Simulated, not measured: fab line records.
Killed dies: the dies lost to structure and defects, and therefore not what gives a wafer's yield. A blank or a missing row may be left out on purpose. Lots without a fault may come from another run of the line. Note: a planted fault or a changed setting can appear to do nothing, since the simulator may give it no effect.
fab line records	flow berkeley_cmos170
record: lots: 15	wafers: 45	last_day: 13
route steps=331 shown PLDD@208 CONTACT@224
lots that met no fault: taken from a fault-free run of the same line
start_h: hours from the record's first day to the start of the lot's first wafer shown	wait_h: hours elapsed since this lot's preceding step	" repeats the value in the row above	L1.1+2: a row that stands for several wafers	- no value, or no start given	* or withheld: withheld	< > ~ a bound
route shown NAME@n: a module of which the file shows steps, and the number in the route of the first	usual: mean and standard deviation over wafers with no fault	same: alike in all rows	chamber/n: place in a boat	sites: the reading at each site	_std_site: their standard deviation	_edge_site: mean of outer sites minus mean of inner sites	radius_mm: for every site, how far away it sits from the centre of the wafer	mask NAME#n: copy n	behind: the most recent tool/chamber to have shaped the wafer	hold: cause of the lot's hold/its duration in hours/its outcome	device: which transistor (n, p or np) failed to switch	end of line: at the end of the route, the tests of the same wafers	where a step has no rows: the recipe by itself	killed: count of dies lost to structure and defects at first sort (not the wafer's yield)	map: per-die view of a wafer (x killed, . not killed, _ where there is no die)
set.NAME: the setting the step ran with; set.NAME@STEP: the setting that earlier step ran with	model.NAME: the simulator's own value behind a step, which no gauge read
a sample of lots followed through the steps of the route, with each step as a table and each wafer as a row
services: a tool's chamber out of use, with start hour (start_h, from the record's first day; less than 0 if before it), hours out, and reason
== steps ==
step: UCB170_SDANNEAL_RS_MEAS_04
recipe: thk_meas_gauge: four-point-probe
usual: PLDD_RS: 1032.3/2.5
lot.wafer	tool	chamber	start_h	wait_h	PLDD_RS[ohm/sq]
L372.2	film_metro-02	-	166.23	0.1	1031.0
L372.3	"	-	"	"	1033.9
L372.4	"	-	"	"	1034.7
L374.1	film_metro-02	-	181.54	0.1	1028.5
L374.3	"	-	"	"	1028.5
L374.6	"	-	"	"	1028.9
L373.2	film_metro-03	-	181.80	0.1	1031.5
L373.5	"	-	"	"	1036.8
L373.6	"	-	"	"	1033.4
L376.2	film_metro-03	-	198.23	0.1	1031.8
L376.4	"	-	"	"	1032.0
L376.6	"	-	"	"	1027.7
L375.1	film_metro-01	-	198.59	0.1	1029.9
L375.2	"	-	"	"	1030.0
L375.6	"	-	"	"	1029.2
L379.2	film_metro-02	-	198.61	0.1	1032.6
L379.3	"	-	"	"	1031.0
L379.5	"	-	"	"	1033.4
L381.1	film_metro-01	-	215.77	0.1	1035.6
L381.2	"	-	"	"	1033.7
L381.3	"	-	"	"	1034.4
L383.3	film_metro-01	-	225.61	0.1	1034.7
L383.5	"	-	"	"	1033.6
L383.6	"	-	"	"	1036.0
L382.1	film_metro-02	-	225.79	0.1	1036.0
L382.5	"	-	"	"	1036.8
L382.6	"	-	"	"	1038.3
L385.3	film_metro-03	-	239.66	0.1	1033.7
L385.5	"	-	"	"	1030.9
L385.6	"	-	"	"	1028.5
L391.3	film_metro-01	-	259.03	0.1	1033.9
L391.4	"	-	"	"	1035.9
L391.5	"	-	"	"	1031.1
L390.2	film_metro-02	-	259.23	0.1	1028.4
L390.4	"	-	"	"	1031.3
L390.5	"	-	"	"	1030.2
L388.2	film_metro-03	-	259.46	0.1	1032.9
L388.3	"	-	"	"	1029.4
L388.5	"	-	"	"	1033.2
L393.1	film_metro-02	-	275.09	0.1	1027.9
L393.3	"	-	"	"	1033.4
L393.4	"	-	"	"	1032.3
L392.2	film_metro-03	-	275.31	0.1	1031.0
L392.3	"	-	"	"	1027.5
L392.6	"	-	"	"	1031.8
step: UCB170_CONTACT_RTA_08
recipe: temp_c: 900	time_s: 10	ambient: N2
usual: chamber_o2_ppm: 2.001/0.021	lamp_power_pct: 26.0/1.5	wafer_temp_C_max: 904.1/1.7
lot.wafer	tool	chamber	start_h	wait_h	chamber_o2_ppm	lamp_power_pct	wafer_temp_C_max
L372.2	rtp_anneal-01	0	170.95	0.0	1.982	24.6	902.5
L372.3	"	0	"	"	2.018	24.6	903.5
L372.4	"	0	"	"	1.994	24.6	902.9
L374.1	rtp_anneal-02	0	186.20	0.0	2.015	27.6	904.4
L374.3	"	0	"	"	2.004	27.6	906.4
L374.6	"	0	"	"	1.994	27.5	904.3
L373.2	rtp_anneal-01	0	186.45	0.0	1.972	24.6	902.8
L373.5	"	0	"	"	2.013	24.6	902.8
L373.6	"	0	"	"	2.017	24.6	902.8
L376.2	rtp_anneal-01	0	202.68	0.0	1.971	24.6	903.3
L376.4	"	0	"	"	2.004	24.6	903.9
L376.6	"	0	"	"	2.005	24.6	903.0
L375.1	rtp_anneal-02	0	202.81	0.0	1.976	27.5	905.5
L375.2	"	0	"	"	1.985	27.6	905.1
L375.6	"	0	"	"	1.979	27.6	907.2
L379.2	rtp_anneal-01	0	203.17	0.0	2.039	24.6	902.5
L379.3	"	0	"	"	1.996	24.6	901.6
L379.5	"	0	"	"	2.030	24.6	903.0
L381.1	rtp_anneal-01	0	220.06	0.0	2.017	24.6	902.6
L381.2	"	0	"	"	1.993	24.6	902.0
L381.3	"	0	"	"	1.990	24.6	901.8
L383.3	rtp_anneal-01	0	228.97	0.0	1.981	24.6	903.2
L383.5	"	0	"	"	2.036	24.6	903.0
L383.6	"	0	"	"	2.005	24.6	902.8
L382.1	rtp_anneal-02	0	230.54	0.0	1.987	27.6	906.2
L382.5	"	0	"	"	1.992	27.6	905.4
L382.6	"	0	"	"	1.988	27.6	907.4
L385.3	rtp_anneal-02	0	243.84	0.0	1.993	27.6	904.7
L385.5	"	0	"	"	1.993	27.5	905.5
L385.6	"	0	"	"	2.009	27.6	906.6
L391.3	rtp_anneal-01	0	264.44	0.0	2.002	24.6	902.4
L391.4	"	0	"	"	2.029	24.6	902.9
L391.5	"	0	"	"	1.999	24.6	902.5
L390.2	rtp_anneal-02	0	264.53	0.0	2.037	27.6	906.9
L390.4	"	0	"	"	1.976	27.5	906.2
L390.5	"	0	"	"	2.022	27.5	906.2
L388.2	rtp_anneal-01	0	264.88	0.0	1.988	24.6	902.0
L388.3	"	0	"	"	1.955	24.6	902.1
L388.5	"	0	"	"	1.943	24.6	902.5
L392.2	rtp_anneal-01	0	280.57	0.0	2.040	24.5	901.6
L392.3	"	0	"	"	2.047	24.6	904.3
L392.6	"	0	"	"	2.046	24.6	902.8
L393.1	rtp_anneal-02	0	280.71	0.0	2.008	27.5	906.2
L393.3	"	0	"	"	2.008	27.6	905.8
L393.4	"	0	"	"	2.015	27.6	904.5
step: UCB170_CONTACT_CD_MEAS_15
recipe: target_cd_nm: 700
usual: cd_nm: 700.4/1.4
lot.wafer	tool	chamber	start_h	wait_h	cd_nm
L372.2	cd_sem-01	-	172.18	-	703.1
L372.3	"	-	"	"	703.2
L372.4	"	-	"	"	703.1
L374.1	cd_sem-01	-	187.83	-	699.2
L374.3	"	-	"	"	698.8
L374.6	"	-	"	"	698.5
L373.2	cd_sem-02	-	188.12	-	699.5
L373.5	"	-	"	"	699.4
L373.6	"	-	"	"	700.5
L376.2	cd_sem-01	-	205.03	-	700.2
L376.4	"	-	"	"	700.4
L376.6	"	-	"	"	700.2
L375.1	cd_sem-02	-	205.09	-	699.1
L375.2	"	-	"	"	701.0
L375.6	"	-	"	"	700.8
L379.2	cd_sem-01	-	205.18	-	700.1
L379.3	"	-	"	"	701.2
L379.5	"	-	"	"	700.1
L381.1	cd_sem-01	-	222.58	-	699.6
L381.2	"	-	"	"	701.1
L381.3	"	-	"	"	699.5
L383.3	cd_sem-02	-	230.02	-	701.3
L383.5	"	-	"	"	701.4
L383.6	"	-	"	"	702.3
L382.1	cd_sem-01	-	231.71	-	698.9
L382.5	"	-	"	"	699.7
L382.6	"	-	"	"	700.5
L385.3	cd_sem-02	-	245.62	-	700.5
L385.5	"	-	"	"	700.0
L385.6	"	-	"	"	701.6
L391.3	cd_sem-01	-	265.83	-	703.3
L391.4	"	-	"	"	703.0
L391.5	"	-	"	"	702.1
L390.2	cd_sem-01	-	266.36	-	698.5
L390.4	"	-	"	"	698.2
L390.5	"	-	"	"	700.1
L388.2	cd_sem-01	-	266.91	-	702.2
L388.3	"	-	"	"	701.7
L388.5	"	-	"	"	702.7
L393.1	cd_sem-02	-	282.44	-	700.9
L393.3	"	-	"	"	700.6
L393.4	"	-	"	"	701.0
L392.2	cd_sem-01	-	282.57	-	701.7
L392.3	"	-	"	"	699.9
L392.6	"	-	"	"	701.6
step: UCB170_CONTACT_ETCH_17
recipe: chemistry: N2/H2	target_depth_a: withheld	overetch_a: withheld	target: BARC	time_s: withheld	source_w: 500	bias_w: 100	pressure_mtorr: 30	n2_flow_sccm: 100	h2_flow_sccm: 200
usual: drypump_motor_current_A: 5.6/0.34	n2_flow_sccm: 100.02/0.28	oes_product_au: 1.004/0.016	throttle_valve_pct: 13.35/0.23
lot.wafer	tool	chamber	start_h	wait_h	drypump_motor_current_A	n2_flow_sccm	oes_product_au	throttle_valve_pct
L372.2	rie_diel-03	1	172.32	0.0	6.0	99.91	1.000	13.54
L372.3	"	3	"	"	5.6	99.94	0.996	13.08
L372.4	"	3	"	"	5.5	99.77	1.003	13.08
L374.1	rie_diel-01	2	187.98	0.0	5.3	99.93	0.992	13.48
L374.3	"	1	"	"	5.6	100.15	1.027	13.69
L374.6	"	1	"	"	5.6	99.93	1.027	13.70
L373.2	rie_diel-03	3	188.26	0.0	5.6	100.20	0.996	13.07
L373.5	"	3	"	"	5.5	100.25	0.993	13.08
L373.6	"	2	"	"	5.6	100.20	1.025	12.85
L376.2	rie_diel-01	1	205.17	0.0	5.6	100.24	1.024	13.72
L376.4	"	0	"	"	5.0	99.68	1.001	13.24
L376.6	"	2	"	"	5.3	99.62	1.002	13.49
L375.1	rie_diel-03	1	205.24	0.0	5.9	100.66	0.997	13.57
L375.2	"	3	"	"	5.6	99.73	1.003	13.08
L375.6	"	1	"	"	6.0	99.98	0.999	13.54
L379.2	rie_diel-02	0	205.32	0.0	5.8	100.01	1.025	13.40
L379.3	"	1	"	"	5.4	99.98	1.003	13.33
L379.5	"	3	"	"	6.1	100.07	0.980	13.57
L381.1	rie_diel-01	3	222.73	0.0	5.3	100.22	0.846	13.10
L381.2	"	1	"	"	5.6	100.23	0.881	13.71
L381.3	"	2	"	"	5.4	99.71	0.867	13.49
L383.3	rie_diel-01	3	230.14	0.0	5.3	100.20	0.840	13.14
L383.5	"	3	"	"	5.3	100.30	0.847	13.11
L383.6	"	2	"	"	5.4	99.25	0.875	13.47
L382.1	rie_diel-01	0	231.87	0.0	4.9	100.55	0.862	13.21
L382.5	"	1	"	"	5.6	100.53	0.878	13.69
L382.6	"	2	"	"	5.4	99.92	0.866	13.50
L385.3	rie_diel-03	3	245.73	0.0	5.5	99.85	1.005	13.07
L385.5	"	1	"	"	5.9	99.58	1.006	13.55
L385.6	"	3	"	"	5.6	99.95	1.001	13.09
L391.3	rie_diel-02	3	265.95	0.0	6.1	99.51	0.978	13.57
L391.4	"	3	"	"	6.1	99.96	0.980	13.58
L391.5	"	2	"	"	6.3	100.34	1.008	13.31
L390.2	rie_diel-03	0	266.50	0.0	5.9	99.58	0.996	13.30
L390.4	"	1	"	"	6.0	99.85	0.995	13.54
L390.5	"	3	"	"	5.6	100.06	1.003	13.11
L388.2	rie_diel-03	3	267.05	0.0	5.6	100.11	1.001	13.09
L388.3	"	2	"	"	5.6	100.08	1.038	12.84
L388.5	"	2	"	"	5.6	100.25	1.029	12.85
L393.1	rie_diel-03	1	282.60	0.0	5.9	99.99	1.004	13.55
L393.3	"	2	"	"	5.6	100.05	1.021	12.87
L393.4	"	0	"	"	6.0	100.45	1.000	13.31
L392.2	rie_diel-02	1	282.71	0.0	5.4	100.17	1.009	13.34
L392.3	"	3	"	"	6.1	99.74	0.982	13.57
L392.6	"	1	"	"	5.3	100.08	1.007	13.32
== services ==
tool	chamber	start_h	hours	kind
rie_diel-03	0	162.03	13.4	repair
rie_diel-01	-	165.46	2.8	pm
rie_diel-01	-	168.76	0.2	repair
rie_diel-02	3	186.09	5.8	repair
rie_diel-01	3	186.71	-	clean
rie_diel-01	3	186.71	22.3	scheduled_down
rie_diel-01	3	186.71	22.3	vent_cycle
rie_diel-02	3	195.45	7.5	repair
rie_diel-01	0	206.95	24.7	repair
rie_diel-03	1	239.10	4.1	repair
rie_diel-02	1	247.23	30.3	repair
== key ==
first_sign: step: UCB170_CONTACT_ETCH_17	reading: oes_product_au	direction: down	sigmas: 9	usual: 1.004	struck: 0.862
effect none on later readings
met_at UCB170_CONTACT_ETCH_17
struck_lots L381,L382,L383
sort_left_out L383.3,L383.5,L383.6
tester_left_out L381,L382,L383
not_acting_at UCB170_SDANNEAL_RS_MEAS_04,UCB170_CONTACT_RTA_08,UCB170_CONTACT_CD_MEAS_15
onset_between 205.17 222.73
fault: kind: process_parameter_drift	tool: rie_diel-01	chamber: -	onset_h: 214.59	steps: UCB170_CONTACT_ETCH_17	channel: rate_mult	offset: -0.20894	shape: step	end_h: 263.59
tester_left_out: of these lots the tester's yield and bins aren't shown, on N5 and GAA mostly nor the transistor test; their killed dies are dies lost to structure and defects alone, not to doping, threshold or leakage, so they don't give the yield
sort_left_out: the simulated sort isn't trusted on such a fault, so these wafers' sort isn't shown, and their yield isn't known
